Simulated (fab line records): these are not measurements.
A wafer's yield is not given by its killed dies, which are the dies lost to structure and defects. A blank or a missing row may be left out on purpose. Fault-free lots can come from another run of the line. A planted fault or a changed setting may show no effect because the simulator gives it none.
fab line records | flow ritCmos
record: lots: 6 wafers: 18 lastDay: 6
route steps=202 shown GATE@83 REOX@98 NLDD@103 PLDD@114 M1@202
lots with no fault: from the same line, run without faults
startH: hours from the record's first day to the start of the lot's first wafer shown | waitH: how many hours have passed since the lot's step before this one | " unchanged from the row above | L1.1+2: a single row standing in for several wafers | - either no value or no given start | * or withheld: withheld | < > ~ a bound
route shown NAME@n: a module of which the file shows steps, and the number in the route of the first | usual: average and standard deviation across the fault-free wafers | same: alike in all rows | chamber/n: place in a boat | sites: each site's reading | _std_site: the values' standard deviation | _edge_site: the outer-site mean with the inner-site mean subtracted | radiusMm: how far each site lies from the wafer's centre | mask NAME#n: copy n | behind: the tool/chamber that last shaped the wafer | hold: why the lot went on hold/how many hours it stayed there/how the hold came to an end | device: transistor that didn't switch, given as n, p or np | end of line: tests of these same wafers at the route's end | step lacking rows: just its recipe | killed: the dies lost at the first sort to structure and to defects; this is not the yield of the wafer | map: per-die view of a wafer (x killed, . not killed, _ where there is no die)
set.NAME: the setting the step ran with; set.NAME@STEP: the setting that earlier step ran with | model.NAME: the simulator's own value behind a step, which no gauge read
a table for each step, a row for each wafer; lots at some steps of the route
services: the hour from which a tool's chamber was out of use, counted from the record's first day as startH (under 0 if before that day), plus the number of hours and why
== steps ==
step: RIT_GATE_THK_MEAS_07
recipe: reads: SiO2_of_GATE_OXIDATION_05
usual: GATE_OXIDE_THK: 3.01/0.064
columns lot.wafer tool chamber startH waitH GATE_OXIDE_THK[nm]
L107.1 filmMetro-02 - 41.36 0.0 3.12
L107.5 " - " " 3.03
L107.6 " - " " 3.03
L112.3 filmMetro-03 - 67.91 0.0 3.06
L112.4 " - " " 3.10
L112.5 " - " " 2.98
L115.1 filmMetro-02 - 79.15 0.0 3.00
L115.4 " - " " 3.05
L115.5 " - " " 3.05
L117.2 filmMetro-02 - 89.22 0.0 2.96
L117.4 " - " " 2.98
L117.5 " - " " 2.94
L120.1 filmMetro-03 - 103.91 0.0 3.02
L120.5 " - " " 3.00
L120.6 " - " " 2.99
L122.2 filmMetro-03 - 115.28 0.0 3.00
L122.3 " - " " 3.00
L122.4 " - " " 3.03
step: RIT_GATE_CVD_08
recipe: material: poly-Si targetThkNm: 250 tempC: 610 precursor: SiH4 timeS: 2220 pressureMtorr: 307.3 sih4FlowSccm: 100
step: RIT_GATE_THK_MEAS_09
recipe: reads: poly-Si_of_GATE_CVD_08
usual: GATE_POLY_THK: 253.9/2.6
columns lot.wafer tool chamber startH waitH GATE_POLY_THK[nm]
L107.1 filmMetro-04 - 43.04 0.0 256.2
L107.5 " - " " 253.9
L107.6 " - " " 254.7
L112.3 filmMetro-02 - 70.40 0.0 250.1
L112.4 " - " " 251.1
L112.5 " - " " 252.0
L115.1 filmMetro-02 - 81.83 0.0 254.2
L115.4 " - " " 256.7
L115.5 " - " " 254.1
L117.2 filmMetro-02 - 91.70 0.0 248.5
L117.4 " - " " 248.6
L117.5 " - " " 251.1
L120.1 filmMetro-04 - 105.58 0.0 251.3
L120.5 " - " " 253.9
L120.6 " - " " 251.8
L122.2 filmMetro-04 - 116.96 0.0 255.2
L122.3 " - " " 255.7
L122.4 " - " " 253.9
step: RIT_GATE_HMDS_10
recipe: primeTimeS: 60 primeTempC: 140
step: RIT_GATE_COAT_11
recipe: resist: NOVOLAK spinRpm: 4250 resistThkNm: 850
step: RIT_GATE_SOFTBAKE_12
recipe: resist: NOVOLAK tempC: 90 timeS: 60
step: RIT_GATE_EXPOSE_13
recipe: maskId: M6 na: 0.6 sourceShape: conventional sigmaOuter: 0.6 targetCdNm: 150 doseMj: 374.9
step: RIT_GATE_PEB_14
recipe: resist: NOVOLAK tempC: withheld timeS: withheld
step: RIT_GATE_DEVELOP_15
recipe: resist: NOVOLAK developTimeS: 50 devTempC: 23
step: RIT_GATE_CD_MEAS_16
recipe: targetCdNm: 150
usual: cdNm: 150.6/2.4
columns lot.wafer tool chamber startH waitH cdNm
L107.1 cdSem-02 - 44.07 - 151.1
L107.5 " - " " 149.4
L107.6 " - " " 152.4
L112.3 cdSem-02 - 71.45 - 151.7
L112.4 " - " " 149.2
L112.5 " - " " 150.1
L115.1 cdSem-01 - 82.81 - 147.6
L115.4 " - " " 148.7
L115.5 " - " " 146.8
L117.2 cdSem-01 - 92.62 - 151.4
L117.4 " - " " 150.7
L117.5 " - " " 150.6
L120.1 cdSem-01 - 106.62 - 150.5
L120.5 " - " " 152.1
L120.6 " - " " 154.2
L122.2 cdSem-02 - 117.88 - 151.6
L122.3 " - " " 152.5
L122.4 " - " " 150.2
step: RIT_GATE_OVL_MEAS_17
usual: GATE_OVL: 0.1/1.5
columns lot.wafer tool chamber startH waitH GATE_OVL[nm]
L107.1 overlay-01 - 44.19 0.1 1.5
L107.5 " - " " -1.1
L107.6 " - " " 0.4
L112.3 overlay-01 - 71.54 0.1 0.8
L112.4 " - " " 2.1
L112.5 " - " " 0.2
L115.1 overlay-02 - 82.93 0.1 0.9
L115.4 " - " " 1.1
L115.5 " - " " -0.4
L117.2 overlay-01 - 92.73 0.1 1.9
L117.4 " - " " -0.7
L117.5 " - " " -0.1
L120.1 overlay-02 - 106.74 0.1 0.3
L120.5 " - " " -1.9
L120.6 " - " " -0.9
L122.2 overlay-01 - 117.99 0.1 -0.7
L122.3 " - " " 1.0
L122.4 " - " " 2.9
step: RIT_GATE_HARDBAKE_18
recipe: resist: NOVOLAK tempC: 140 timeS: 60
step: RIT_GATE_ETCH_19
recipe: chemistry: SF6/CHF3/O2 timeS: 165 SF6_flow_sccm: 30 CHF3_flow_sccm: 30 O2_flow_sccm: 5 target: poly-Si pressureMtorr: 40 rfW: 160 targetDepthA: 3125 overEtchFrac: 0.25 stopOn: SiO2
usual: chamberPressureMTorr: 40.00/0.037 drypumpMotorCurrentA: 5.7/0.48 oesProductAu: 0.856/0.016 throttleValvePct: 10.31/0.16
columns lot.wafer tool chamber startH waitH chamberPressureMTorr drypumpMotorCurrentA oesProductAu rfHoursCounterH throttleValvePct
L107.1 rieSi-01 2 44.38 0.1 40.02 6.0 0.840 2 10.36
L107.5 " 0 " " 40.09 4.9 0.869 - 10.44
L107.6 " 1 " " 40.03 5.1 0.884 - 10.18
L112.3 rieSi-02 2 71.72 0.1 40.06 6.2 0.862 0 10.30
L112.4 " 0 " " 39.98 6.3 0.830 42 10.28
L112.5 " 2 " " 40.04 6.2 0.867 - 10.29
L115.1 rieSi-01 0 83.11 0.1 40.04 4.9 0.869 40 10.47
L115.4 " 1 " " 40.03 5.1 0.883 155 10.20
L115.5 " 0 " " 40.03 4.9 0.873 - 10.44
L117.2 rieSi-01 3 92.91 0.1 40.00 5.9 0.837 68 10.06
L117.4 " 2 " " 40.01 6.0 0.821 - 10.35
L117.5 " 3 " " 39.97 5.9 0.860 - 10.06
L120.1 rieSi-02 0 106.92 0.1 39.98 6.3 0.838 42 10.30
L120.5 " 2 " " 39.99 6.2 0.873 - 10.29
L120.6 " 3 " " 40.04 5.1 0.859 - 10.16
L122.2 rieSi-02 0 118.18 0.1 40.00 6.2 0.846 42 10.30
L122.3 " 2 " " 40.05 6.1 0.872 1 10.32
L122.4 " 1 " " 40.07 5.7 0.836 31 10.57
step: RIT_GATE_STRIP_20
recipe: chemistry: O2 timeS: 180 resist: NOVOLAK platenTempC: withheld powerW: 500 pressureMtorr: 4000 o2FlowSccm: 4000
usual: chamberPressureMTorr: 4000/3.6 drypumpMotorCurrentA: 6.2/0.44 rfReflPowerW: 6.3/1.4
columns lot.wafer tool chamber startH waitH chamberPressureMTorr drypumpMotorCurrentA rfHoursCounterH rfReflPowerW
L107.1 plasmaAsher-01 0 44.49 0.1 4001 6.6 39 6.0
L107.5 " 1 " " 4000 6.4 - 5.4
L107.6 " 0 " " 4003 6.6 - 6.1
L112.3 plasmaAsher-01 0 71.88 0.1 3998 6.6 - 6.1
L112.4 " 1 " " 3995 6.4 - 5.5
L112.5 " 0 " " 4001 6.6 - 5.9
L115.1 plasmaAsher-02 1 83.22 0.1 3990 5.6 29 9.5
L115.4 " 0 " " 4002 6.4 - 5.8
L115.5 " 1 " " 3995 5.5 - 9.3
L117.2 plasmaAsher-04 0 93.02 0.1 4004 5.8 45 5.3
L117.4 " 0 " " 4000 5.8 - 5.6
L117.5 " 0 " " 4001 5.8 - 5.6
L120.1 plasmaAsher-04 0 107.03 0.1 3999 5.7 47 5.6
L120.5 " 1 " " 4000 5.4 - 8.8
L120.6 " 0 " " 4003 5.8 - 5.7
L122.2 plasmaAsher-01 1 118.29 0.1 4001 6.4 47 5.5
L122.3 " 1 " " 4003 6.4 - 5.6
L122.4 " 0 " " 4000 6.6 - 6.0
step: RIT_GATE_CD_MEAS_90
recipe: targetCdNm: 150
usual: cdNm: 150.7/2.4
columns lot.wafer tool chamber startH waitH cdNm
L107.1 cdSem-01 - 44.66 0.1 151.5
L107.5 " - " " 149.8
L107.6 " - " " 152.5
L112.3 cdSem-02 - 72.04 0.1 151.6
L112.4 " - " " 149.0
L112.5 " - " " 149.8
L115.1 cdSem-02 - 83.39 0.1 147.5
L115.4 " - " " 148.2
L115.5 " - " " 146.9
L117.2 cdSem-02 - 93.21 0.1 151.3
L117.4 " - " " 150.7
L117.5 " - " " 150.3
L120.1 cdSem-02 - 107.21 0.1 150.6
L120.5 " - " " 151.8
L120.6 " - " " 154.3
L122.2 cdSem-02 - 118.48 0.1 151.3
L122.3 " - " " 152.9
L122.4 " - " " 150.1
step: RIT_REOX_CLEAN_00
recipe: chemistry: SC1 mix: 3:3:50 timeS: 600 tempC: 75
step: RIT_REOX_CLEAN_01
recipe: chemistry: dHF dilution: 50:1 timeS: 30
step: RIT_REOX_CLEAN_02
recipe: chemistry: SC2 mix: 3:3:50 timeS: 600 tempC: 75 dry: n2Spin
step: RIT_REOX_OXIDATION_03
recipe: tempC: 900 ambient: O2 targetThkA: 252 oxTimeS: 5580
step: RIT_REOX_THK_MEAS_04
recipe: reads: SiO2_of_REOX_OXIDATION_03
usual: REOX_OXIDE_THK: 25.5/0.48
columns lot.wafer tool chamber startH waitH REOX_OXIDE_THK[nm]
L107.1 filmMetro-03 - 49.60 0.0 25.7
L107.5 " - " " 25.9
L107.6 " - " " 25.7
L112.3 filmMetro-03 - 75.06 0.0 25.8
L112.4 " - " " 25.4
L112.5 " - " " 26.3
L115.1 filmMetro-01 - 86.45 0.0 26.1
L115.4 " - " " 25.6
L115.5 " - " " 25.7
L117.2 filmMetro-03 - 96.24 0.0 25.0
L117.4 " - " " 24.5
L117.5 " - " " 24.7
L120.1 filmMetro-01 - 110.68 0.0 25.1
L120.5 " - " " 25.5
L120.6 " - " " 25.2
L122.2 filmMetro-04 - 121.51 0.0 25.5
L122.3 " - " " 25.7
L122.4 " - " " 25.5
step: RIT_NLDD_HMDS_00
recipe: primeTimeS: 60 primeTempC: 140
step: RIT_NLDD_COAT_01
recipe: resist: NOVOLAK spinRpm: 3250 resistThkNm: 1000
step: RIT_NLDD_SOFTBAKE_02
recipe: resist: NOVOLAK tempC: 90 timeS: 60
step: RIT_NLDD_EXPOSE_03
recipe: maskId: M7 na: 0.57 targetCdNm: 40700 doseMj: 250
step: RIT_NLDD_PEB_04
recipe: resist: NOVOLAK tempC: withheld timeS: withheld
step: RIT_NLDD_DEVELOP_05
recipe: resist: NOVOLAK developTimeS: 50 devTempC: 23
step: RIT_NLDD_OVL_MEAS_06
usual: NLDD_OVL: 0.5/1.6
columns lot.wafer tool chamber startH waitH NLDD_OVL[nm]
L107.1 overlay-01 - 50.64 - 0.4
L107.5 " - " " 0.3
L107.6 " - " " 0.5
L112.3 overlay-01 - 76.08 - -0.2
L112.4 " - " " 0.8
L112.5 " - " " -1.1
L115.1 overlay-02 - 87.48 - 2.1
L115.4 " - " " 0.7
L115.5 " - " " -0.6
L117.2 overlay-02 - 97.27 - -1.0
L117.4 " - " " -1.3
L117.5 " - " " -2.6
L120.1 overlay-02 - 111.71 - -0.4
L120.5 " - " " -1.4
L120.6 " - " " -4.0
L122.2 overlay-01 - 122.54 - -0.2
L122.3 " - " " 0.2
L122.4 " - " " 0.5
step: RIT_NLDD_HARDBAKE_07
recipe: resist: NOVOLAK tempC: 140 timeS: 60
step: RIT_NLDD_IMPLANT_08
recipe: species: P energyKev: 19.79 doseCm2: 5e+14 tiltDeg: 7
step: RIT_NLDD_STRIP_09
recipe: chemistry: O2 timeS: 180 resist: NOVOLAK platenTempC: withheld powerW: 500 pressureMtorr: 4000 o2FlowSccm: 4000
usual: chamberPressureMTorr: 4000/4.1 drypumpMotorCurrentA: 6.0/0.44 rfReflPowerW: 6.4/1.2
columns lot.wafer tool chamber startH waitH chamberPressureMTorr drypumpMotorCurrentA rfHoursCounterH rfReflPowerW
L107.1 plasmaAsher-03 0 50.97 0.1 4000 6.3 41 6.5
L107.5 " 0 " " 3997 6.3 - 6.4
L107.6 " 1 " " 4002 5.6 - 5.4
L112.3 plasmaAsher-03 0 76.47 0.1 3997 6.3 - 6.4
L112.4 " 1 " " 4002 5.6 - 6.0
L112.5 " 0 " " 3998 6.3 - 6.2
L115.1 plasmaAsher-04 0 87.82 0.1 4001 5.8 45 5.7
L115.4 " 0 " " 3996 5.7 - 5.5
L115.5 " 0 " " 4001 5.8 - 5.5
L117.2 plasmaAsher-04 0 97.60 0.1 4002 5.7 46 5.8
L117.4 " 1 " " 3992 5.4 - 8.5
L117.5 " 1 " " 3998 5.4 - 9.0
L120.1 plasmaAsher-04 0 112.05 0.1 3997 5.8 48 5.5
L120.5 " 0 " " 3998 5.8 - 5.4
L120.6 " 1 " " 3993 5.4 - 9.0
L122.2 plasmaAsher-01 1 122.87 0.1 3996 6.4 48 5.4
L122.3 " 1 " " 3999 6.4 - 5.5
L122.4 " 0 " " 4001 6.6 - 6.0
step: RIT_NLDD_TW_MEAS_10
usual: NLDD_TW: 2479/19
columns lot.wafer tool chamber startH waitH NLDD_TW
L107.1 filmMetro-03 - 51.20 0.2 2476
L107.5 " - " " 2485
L107.6 " - " " 2489
L112.3 filmMetro-01 - 76.60 0.1 2448
L112.4 " - " " 2454
L112.5 " - " " 2463
L115.1 filmMetro-01 - 87.99 0.1 2449
L115.4 " - " " 2454
L115.5 " - " " 2425
L117.2 filmMetro-03 - 97.78 0.1 2478
L117.4 " - " " 2471
L117.5 " - " " 2473
L120.1 filmMetro-03 - 112.22 0.1 2494
L120.5 " - " " 2480
L120.6 " - " " 2483
L122.2 filmMetro-01 - 123.06 0.1 2464
L122.3 " - " " 2467
L122.4 " - " " 2469
step: RIT_PLDD_HMDS_00
recipe: primeTimeS: 60 primeTempC: 140
step: RIT_PLDD_COAT_01
recipe: resist: NOVOLAK spinRpm: 3250 resistThkNm: 1000
step: RIT_PLDD_SOFTBAKE_02
recipe: resist: NOVOLAK tempC: 90 timeS: 60
step: RIT_PLDD_EXPOSE_03
recipe: maskId: M8 na: 0.57 targetCdNm: 40900 doseMj: 250
step: RIT_PLDD_PEB_04
recipe: resist: NOVOLAK tempC: withheld timeS: withheld
step: RIT_PLDD_DEVELOP_05
recipe: resist: NOVOLAK developTimeS: 50 devTempC: 23
step: RIT_PLDD_OVL_MEAS_06
usual: PLDD_OVL: -0.1/1.5
columns lot.wafer tool chamber startH waitH PLDD_OVL[nm]
L107.1 overlay-02 - 52.11 - 0.4
L107.5 " - " " 0.0
L107.6 " - " " -0.7
L112.3 overlay-02 - 77.50 - -1.9
L112.4 " - " " -1.2
L112.5 " - " " -2.4
L115.1 overlay-02 - 89.15 - -0.2
L115.4 " - " " -0.2
L115.5 " - " " 0.0
L117.2 overlay-01 - 98.69 - 1.4
L117.4 " - " " 0.4
L117.5 " - " " 1.7
L120.1 overlay-02 - 113.27 - 0.5
L120.5 " - " " 1.1
L120.6 " - " " 1.7
L122.2 overlay-02 - 124.09 - 1.2
L122.3 " - " " 0.8
L122.4 " - " " -1.4
step: RIT_PLDD_HARDBAKE_07
recipe: resist: NOVOLAK tempC: 140 timeS: 60
step: RIT_PLDD_IMPLANT_08
recipe: species: BF2 energyKev: 20 doseCm2: 9e+14 tiltDeg: 7
step: RIT_PLDD_STRIP_09
recipe: chemistry: O2 timeS: 180 resist: NOVOLAK platenTempC: withheld powerW: 500 pressureMtorr: 4000 o2FlowSccm: 4000
usual: chamberPressureMTorr: 4001/3.6 drypumpMotorCurrentA: 5.8/0.38 rfReflPowerW: 7.0/1.6
columns lot.wafer tool chamber startH waitH chamberPressureMTorr drypumpMotorCurrentA rfHoursCounterH rfReflPowerW
L107.1 plasmaAsher-02 0 52.51 0.1 4008 6.4 26 5.8
L107.5 " 0 " " 4002 6.4 - 5.3
L107.6 " 1 " " 3996 5.6 - 9.3
L112.3 plasmaAsher-02 1 77.89 0.1 4007 5.6 - 9.3
L112.4 " 0 " " 4000 6.4 - 5.6
L112.5 " 1 " " 4001 5.5 - 9.6
L115.1 plasmaAsher-04 0 89.60 0.1 4002 5.8 45 5.6
L115.4 " 0 " " 4005 5.8 - 5.5
L115.5 " 1 " " 4011 5.4 - 8.6
L117.2 plasmaAsher-04 0 99.02 0.1 3994 5.8 46 5.6
L117.4 " 0 " " 3996 5.8 - 5.6
L117.5 " 1 " " 4003 5.4 - 9.0
L120.1 plasmaAsher-04 1 113.61 0.1 3998 5.4 48 8.7
L120.5 " 0 " " 3999 5.7 - 5.5
L120.6 " 1 " " 4001 5.4 - 8.7
L122.2 plasmaAsher-03 0 124.42 0.1 4008 6.3 1 6.5
L122.3 " 0 " " 4000 6.3 - 6.1
L122.4 " 1 " " 4004 5.6 - 5.5
step: RIT_PLDD_TW_MEAS_10
usual: PLDD_TW: 2343/20
columns lot.wafer tool chamber startH waitH PLDD_TW
L107.1 filmMetro-01 - 52.69 0.1 2323
L107.5 " - " " 2321
L107.6 " - " " 2320
L112.3 filmMetro-02 - 78.02 0.1 2363
L112.4 " - " " 2365
L112.5 " - " " 2354
L115.1 filmMetro-02 - 89.77 0.1 2365
L115.4 " - " " 2363
L115.5 " - " " 2357
L117.2 filmMetro-02 - 99.20 0.1 2351
L117.4 " - " " 2345
L117.5 " - " " 2345
L120.1 filmMetro-03 - 113.78 0.1 2350
L120.5 " - " " 2341
L120.6 " - " " 2332
L122.2 filmMetro-03 - 124.60 0.1 2375
L122.3 " - " " 2389
L122.4 " - " " 2388
step: RIT_M1_PROBE_99
usual: killed_at_M0_to_M3: 0.0/0.083 killedAtContacts: 0.1/0.25 killedAtFrontEnd: 6.3/2.9 killedDies: 6.4/2.9 killedOpen: 3.3/2.1 killedShort: 3.1/1.7
same: grossDies: 264 killed_at_M4_up: 0 killedAtBackSide: 0 killedAtOther: 0
columns lot.wafer tool chamber startH waitH killed_at_M0_to_M3 killedAtContacts killedAtFrontEnd killedDies killedOpen killedShort
L112.3 prober-01 - 91.75 0.2 0 0 7 7 2 5
L112.4 prober-01 - 91.80 0.2 0 0 6 6 6 0
L112.5 prober-01 - 91.85 0.2 0 0 4 4 3 1
L115.1 prober-02 - 103.34 0.1 0 1 44 45 12 3
L115.4 prober-02 - 103.49 0.2 0 0 40 40 5 1
L115.5 prober-02 - 103.54 0.2 0 0 40 40 2 3
L117.2 prober-02 - 112.69 0.1 0 0 32 32 1 2
L117.4 prober-02 - 112.79 0.2 0 0 36 36 2 2
L117.5 prober-02 - 112.84 0.2 0 0 38 38 1 0
L120.1 prober-02 - 128.11 0.1 0 0 3 3 1 2
L120.5 prober-02 - 128.31 0.2 0 0 6 6 6 0
L120.6 prober-02 - 128.36 0.2 0 0 8 8 3 5
L122.2 prober-02 - 139.78 0.1 0 0 7 7 4 3
L122.3 prober-02 - 139.83 0.2 0 0 8 8 4 4
L122.4 prober-02 - 139.88 0.2 0 0 10 10 5 5
killed by level:class
L112.3 SPACER:geometricParticle:short=2 GATE:geometricParticle:short=1 GATE:geometricParticle:open=1 REOX:geometricParticle:short=1 SILICIDE:geometricParticle:short=1 SILICIDE:geometricParticle:open=1
L112.4 FOX1:geometricParticle:open=2 GATE:geometricParticle:open=2 REOX:geometricParticle:open=2
L112.5 GATE:geometricParticle:open=1 REOX:geometricParticle:open=1 SPACER:geometricParticle:short=1 SILICIDE:geometricParticle:open=1
L115.1 GATE:unspecified=30 SILICIDE:geometricParticle:open=6 GATE:geometricParticle:open=3 SILICIDE:geometricParticle:short=2 SPACER:geometricParticle:open=1 FOX1:geometricParticle:open=1 GATE:geometricParticle:short=1 CONTACT:geometricParticle:open=1
L115.4 GATE:unspecified=34 GATE:geometricParticle:open=5 GATE:geometricParticle:short=1
L115.5 GATE:unspecified=35 REOX:geometricParticle:short=2 FOX2:geometricParticle:short=1 GATE:geometricParticle:open=1 SPACER:geometricParticle:open=1
L117.2 GATE:unspecified=29 FOX2:geometricParticle:short=1 SILICIDE:geometricParticle:open=1 SILICIDE:geometricParticle:short=1
L117.4 GATE:unspecified=32 GATE:geometricParticle:short=1 GATE:geometricParticle:open=1 SPACER:geometricParticle:open=1 SILICIDE:geometricParticle:short=1
L117.5 GATE:unspecified=37 GATE:geometricParticle:open=1
L120.1 GATE:geometricParticle:open=1 SPACER:geometricParticle:short=1 SILICIDE:geometricParticle:short=1
L120.5 FOX1:geometricParticle:open=2 REOX:geometricParticle:open=2 GATE:geometricParticle:open=1 SPACER:geometricParticle:open=1
L120.6 REOX:geometricParticle:short=2 REOX:geometricParticle:open=2 FOX1:geometricParticle:open=1 FOX1:geometricParticle:short=1 FOX2:geometricParticle:short=1 SILICIDE:geometricParticle:short=1
L122.2 GATE:geometricParticle:open=3 GATE:geometricParticle:short=2 REOX:geometricParticle:short=1 REOX:geometricParticle:open=1
L122.3 GATE:geometricParticle:short=2 GATE:geometricParticle:open=2 FOX2:geometricParticle:short=1 REOX:geometricParticle:open=1 REOX:geometricParticle:short=1 SPACER:geometricParticle:open=1
L122.4 GATE:geometricParticle:short=2 SPACER:geometricParticle:short=2 FOX1:geometricParticle:short=1 FOX1:geometricParticle:open=1 GATE:geometricParticle:open=1 REOX:geometricParticle:open=1 SPACER:geometricParticle:open=1 SILICIDE:geometricParticle:open=1
map L115.1 (x killed, . not)
________.x..x.._______
_____.............____
____.x..x..........___
___...........x.....__
__..........x........_
__..................._
_.....x.......x.......
_...x........x.x......
_.........xxx..x......
_.......xxxxxx........
__.......xxxxxx......_
__....x.xxxxxxx...xx._
___......xxxxxx.....__
____.....x..x......___
_____.............____
________......._______
map L117.5 (x killed, . not)
________......._______
_____.............____
____...............___
___.................__
__..................._
__..................._
_.....................
_.....................
_.........xxxx........
_.........xxxxxxx.....
__.......xxxxxxxx...._
__......x.xxxxxxx...._
___x......x.xxxxx...__
____........xxx.x..___
_____.............____
________......._______
== services ==
columns tool chamber startH hours kind
rieSi-02 3 37.15 18.3 repair
plasmaAsher-01 - 46.11 1.4 repair
plasmaAsher-03 - 52.92 0.6 repair
plasmaAsher-01 - 76.21 2.8 pm
rieSi-01 1 87.89 - clean
rieSi-01 1 87.89 25.8 scheduledDown
rieSi-01 1 87.89 25.8 ventCycle
rieSi-02 - 95.57 0.3 repair
plasmaAsher-03 - 108.80 9.0 pm
plasmaAsher-03 0 108.80 9.0 ventCycle
plasmaAsher-03 1 108.80 9.0 ventCycle
plasmaAsher-02 - 110.74 10.5 repair
plasmaAsher-03 0 117.80 - clean
plasmaAsher-03 1 117.80 - clean
== key ==
firstSign: step: RIT_M1_PROBE_99 reading: killedAtFrontEnd direction: up sigmas: 11 usual: 6.3 struck: 38.3
effect: step: RIT_M1_PROBE_99 reading: killedDies direction: up sigmas: 11 usual: 6.4 struck: 38.5
metAt RIT_GATE_ETCH_19
struckWafers L115.1,L115.4,L115.5,L117.2,L117.4,L117.5
testerLeftOut L115,L117
onsetBetween 44.38 83.11
fault: kind: chamberParticleSource tool: rieSi-01 chamber: - onsetH: 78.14 steps: RIT_GATE_ETCH_19 ratePerVisitCm2: 0.8136 endH: 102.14
testerLeftOut: of these lots the tester's yield and bins aren't shown, on N5 and GAA mostly nor the transistor test; their killed dies are dies lost to structure and defects alone, not to doping, threshold or leakage, so they don't give the yield
